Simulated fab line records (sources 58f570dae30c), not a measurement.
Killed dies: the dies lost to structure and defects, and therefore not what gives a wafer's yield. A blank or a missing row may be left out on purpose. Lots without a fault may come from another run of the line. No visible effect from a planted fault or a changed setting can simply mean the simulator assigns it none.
Problem report in the 8D (eight disciplines) form, filled by code / flow berkeleyCmos170 / the parts of the form that need people (team, actions taken, sign-off) are left out

## 1. THE ISSUE
Wafers free of any fault read 0 nm (standard deviation 5.1) for PLDD_OVL at UCB170_PLDD_OVL_MEAS_07, against a mean of 101 nm on 9 wafers of 3 lots. Measured from the usual mean, that is +20 standard deviations.
Seen first at day 11 10:34 on overlay-01, wafer L840.4. The record holds 45 wafers of 15 lots with a number at this step. Rule for "out" (also "out of limits"): further than 4 standard deviations from the usual mean. All remaining wafers that have a number are taken as sound.

## 2. WHAT IT IS AND WHAT IT IS NOT
question=which readings at this step | is=PLDD_OVL | is not=-
question=which lots | is=L840, L842, L843 | is not=L822, L823, L824, L825, L826, L827, L828, L830, L833, L837, L844, L845
question=which wafers of those lots | is=all that have a number | is not=-
question=read on which gauges | is=overlay-01, overlay-02 | is not=-
question=when | is=from day 11 10:34 | is not=up to then (30 sound wafers); but 6 sound wafers of L844, L845 came after

## 3. THE SUSPECTS, EACH WITH WHAT RULES IT OUT
Counting: a tool stays on the suspect list if, at a process step up to the reading, it processed all lots that are out and no sound lot following the first of them.
- ruled out: the gauge at UCB170_PLDD_OVL_MEAS_07. 2 gauges (overlay-01, overlay-02) read the wafers that are out.
- krfScanner-01 at UCB170_PLDD_EXPOSE_03 (exposes mask PSELECT, target cd 1200 nm): kept. It processed each lot that is out, first L840 at day 11 09:53, and no sound lot thereafter; up to then, the last sound lot it processed was L833 at day 10 01:22.
The count leaves krfScanner-01 at UCB170_PLDD_EXPOSE_03.

## 4. THE CAUSE (what the simulator had put in)
Scanner matching overlay: krfScanner-01, from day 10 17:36 on, at UCB170_PLDD_EXPOSE_03. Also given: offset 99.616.
Only this tool survived the counting.

## 5. THE EFFECT CHAIN, in route order
Each row: a reading where the mean over the struck wafers with a number is more than 3 standard deviations away from the usual. Only readings for which the record gives a usual standard deviation are gone through. hours: the time from each lot's start at the first step in this table that gives one to its start at this step, as a median over the lots. sigmas: the change in usual standard deviations.
hours=0; step=UCB170_PLDD_OVL_MEAS_07; reading=PLDD_OVL; usual=0 nm; on struck wafers=101; change=+101; sigmas=+20
Later measuring or inspecting steps at which every struck wafer that the step has a row for has a number for every such reading, and none has moved that far: UCB170_NLDD_OVL_MEAS_07, UCB170_CONTACT_OVL_MEAS_16.

## 6. HOW IT WOULD HAVE BEEN CAUGHT EARLIER
In this record the first reading out of limits at a measuring or inspecting step was taken at day 11 10:34, 17 hours after the fault began at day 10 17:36.
No tool reading at UCB170_PLDD_EXPOSE_03 that has a usual standard deviation in the record was out on any struck wafer, so an alarm limit of 4 standard deviations on those readings would not have fired.
Among the 3 lots that are out, L842, L843 began UCB170_PLDD_EXPOSE_03 on krfScanner-01 after day 11 10:34. A hold on the tool at that time would have spared those 2.
